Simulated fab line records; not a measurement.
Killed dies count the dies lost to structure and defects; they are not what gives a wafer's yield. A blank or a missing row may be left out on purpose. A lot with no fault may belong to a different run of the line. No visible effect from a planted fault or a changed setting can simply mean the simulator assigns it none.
Split-lot trial	flow berkeley_cmos170	route with 331 steps; 5 lots, 23 wafers read

## THE SPLIT ITSELF
At UCB170_ACTIVE_CVD_05 (deposits Si3N4 from SiH2Cl2/NH3, target thk 220 nm, time 3300 s), the setting nh3_flow_sccm was moved away from the recipe's 75 sccm on 20 of the 23 wafers read, by -10.3% to +9.0%. The other wafers ran this setting at the recipe's value.

## FROM THE SPLIT TO THE READING: what the file shows between them, 4 steps
- UCB170_ACTIVE_ETCH_15: etches Si3N4 in CH3F/Ar/O2, stops on SiO2, target depth 242 nm, time 151 s (also split here: over_etch_frac)
- UCB170_ACTIVE_STRIP_16: strips in O2
- UCB170_PFIELD_STRIP_08: strips in O2
- UCB170_FIELD_CLEAN_00: cleans in dHF, time 7.5 s

## THE READING
Si3N4_of_ACTIVE_CVD_05.thk_nm (the simulator's own value, which no gauge read), in nm, at UCB170_FIELD_OXIDATION_01 (target thk 558.3 nm, ox time 7200 s). The file does not state a usual value for it. Across the 3 wafers here that went through the recipe, the average is 214.9 nm and the standard deviation 1.6 nm.

wafer	tool, chamber at the split	nh3_flow_sccm as run, sccm	against the recipe	Si3N4_of_ACTIVE_CVD_05.thk_nm, nm	against lot-mates on the recipe
L075.1	-, -	67.27	-10.3%	193.3	no lot-mate on the recipe
L075.2	-, -	67.27	-10.3%	192.8	no lot-mate on the recipe
L075.4	-, -	67.27	-10.3%	195	no lot-mate on the recipe
L075.5	-, -	67.27	-10.3%	191.3	no lot-mate on the recipe
L075.6	-, -	67.27	-10.3%	193.4	no lot-mate on the recipe
L077.1	-, -	69.93	-6.8%	203.8	no lot-mate on the recipe
L077.2	-, -	69.93	-6.8%	202	no lot-mate on the recipe
L077.3	-, -	69.93	-6.8%	202.6	no lot-mate on the recipe
L077.4	-, -	69.93	-6.8%	203.7	no lot-mate on the recipe
L077.6	-, -	69.93	-6.8%	201.8	no lot-mate on the recipe
L080.1	-, -	81.75	+9.0%	226.4	no lot-mate on the recipe
L080.2	-, -	81.75	+9.0%	227.9	no lot-mate on the recipe
L080.4	-, -	81.75	+9.0%	227.8	no lot-mate on the recipe
L080.5	-, -	81.75	+9.0%	228.4	no lot-mate on the recipe
L080.6	-, -	81.75	+9.0%	228.2	no lot-mate on the recipe
L085.1	lpcvd-02, 1	75	recipe	216.8	-
L085.2	lpcvd-02, 1	75	recipe	214.8	-
L085.3	lpcvd-02, 1	75	recipe	213	-
L083.2	-, -	80.65	+7.5%	230.3	no lot-mate on the recipe
L083.3	-, -	80.65	+7.5%	230.7	no lot-mate on the recipe
L083.4	-, -	80.65	+7.5%	228.7	no lot-mate on the recipe
L083.5	-, -	80.65	+7.5%	229.6	no lot-mate on the recipe
L083.6	-, -	80.65	+7.5%	230.4	no lot-mate on the recipe

FIT RESULTS
A straight line over all 23 wafers: Si3N4_of_ACTIVE_CVD_05.thk_nm changes by +1.84 nm for each +1% of nh3_flow_sccm; r = +0.99; the points scatter about the line by 2.3 nm.
Too few moved wafers with a lot-mate on the recipe to fit a line net of each lot's own level.

## THE WHOLE CHAIN: every reading that the file lists as answering this split, in the file's order
step	what it does	reading	change (the file's fit)	r (the file's)
UCB170_FIELD_CLEAN_00	cleans in dHF, time 7.5 s	Si3N4_of_ACTIVE_CVD_05.thk_nm (the simulator's own value, which no gauge read)	+1.85 nm for each +1% of the setting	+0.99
UCB170_FIELD_OXIDATION_01	target thk 558.3 nm, ox time 7200 s	Si3N4_of_ACTIVE_CVD_05.thk_nm (the simulator's own value, which no gauge read)	+1.84 nm for each +1% of the setting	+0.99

## THE FILE'S OWN FIT
Si3N4_of_ACTIVE_CVD_05.thk_nm changes by +1.84 nm for each +1% of nh3_flow_sccm, r = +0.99.
